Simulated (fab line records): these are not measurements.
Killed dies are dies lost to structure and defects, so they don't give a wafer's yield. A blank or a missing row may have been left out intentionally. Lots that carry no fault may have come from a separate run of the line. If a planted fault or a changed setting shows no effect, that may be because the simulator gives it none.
The same fault as seen by 2 desks | flow berkeley cmos170 | each desk has only its own numbers; what lay behind them comes last

## TOOL OWNER'S DESK, implanter-02
UCB170_PSD_IMPLANT_08, tool's own readings: per-lot mean of the sampled wafers with a number, covering each lot this tool ran. The brackets show how far a lot's mean lies from the usual mean; more than 4 standard deviations puts the lot out of limits, marked OUT.
Columns: A = beam on s at UCB170_PSD_IMPLANT_08, usual 9.99 s; B = faraday current uA at UCB170_PSD_IMPLANT_08, usual 9264
lot  | first seen here | A              | B
L750 | day 8 02:42     | 9.81           | 9428
L751 | day 8 03:40     | 10.03          | 9226
L757 | day 9 02:52     | 10.00          | 9271
L762 | day 10 11:15    | 7.75 (-11) OUT | 11921 (+14) OUT
L765 | day 10 11:41    | 7.89 (-10) OUT | 11728 (+13) OUT
This desk finds L762, L765 out of limits, L762 being first, at day 10 11:15 (beam on s at UCB170_PSD_IMPLANT_08). L750, L751, L757: within limits.

## METROLOGY DESK
Means of the sampled wafers that have a number, per lot and without regard to the tool the lot ran on: this is what the gauges read. The brackets show how far a lot's mean lies from the usual mean; more than 4 standard deviations puts the lot out of limits, marked OUT.
Columns: A = cd nm at UCB170_GATE_CD_MEAS_90, usual 350.0 nm; B = PSD_OVL at UCB170_PSD_OVL_MEAS_07, usual -3 nm; C = PSD_TW at UCB170_PSD_TW_MEAS_10, usual 2312; D = PSD_RS at UCB170_SDANNEAL_RS_MEAS_02, usual 75.60 ohm/sq
lot  | first seen here | A     | B  | C               | D
L752 | day 7 07:46     | 351.8 | 5  | 2302            | 75.56
L750 | day 7 08:36     | 348.9 | -3 | 2314            | 76.14
L751 | day 7 08:49     | 351.4 | -1 | 2344            | 75.53
L754 | day 7 22:02     | 347.8 | -5 | 2337            | 75.50
L756 | day 8 13:10     | 349.3 | -8 | 2288            | 75.68
L757 | day 8 13:27     | 348.8 | -1 | 2342            | 75.23
L758 | day 8 13:33     | 351.7 | -6 | 2293            | 75.33
L759 | day 8 13:44     | 349.9 | -1 | 2290            | 75.90
L762 | day 9 22:15     | 349.3 | -4 | 2118 (-7.8) OUT | 89.70 (+47) OUT
L765 | day 9 22:21     | 350.8 | -6 | 2132 (-7.2) OUT | 89.77 (+47) OUT
L764 | day 9 22:28     | 351.7 | -8 | 2341            | 75.76
L768 | day 11 01:40    | 349.7 | -6 | 2328            | 75.77
L770 | day 11 01:53    | 348.9 | -9 | 2282            | 75.54
L771 | day 11 14:54    | 349.9 | 12 | 2282            | 75.79
This desk's result: L762, L765 out of limits, first on L762 (PSD_TW at UCB170_PSD_TW_MEAS_10), day 10 11:37. L752, L750, L751, L754, L756, L757, L758, L759, L764, L768, L770, L771: within limits.

## TAKEN TOGETHER
At day 10 11:15, on L762, L765, the tool owner's desk was in a position to raise an alarm.
The metrology desk could have raised an alarm at day 10 11:37, on L762, L765.
Of the lots named, all ran UCB170_PSD_IMPLANT_08 on implanter-02.

## WHAT THE SIMULATOR PUT IN
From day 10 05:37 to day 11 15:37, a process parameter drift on implanter-02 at UCB170_PSD_IMPLANT_08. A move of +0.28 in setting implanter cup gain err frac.
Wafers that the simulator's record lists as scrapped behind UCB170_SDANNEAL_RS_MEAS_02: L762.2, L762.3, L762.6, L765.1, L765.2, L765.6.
Lots struck among those shown: L762, L765.
Time in hours from fault onset to the first out-of-limits reading at each desk: tool owner's desk 6, metrology desk 6.
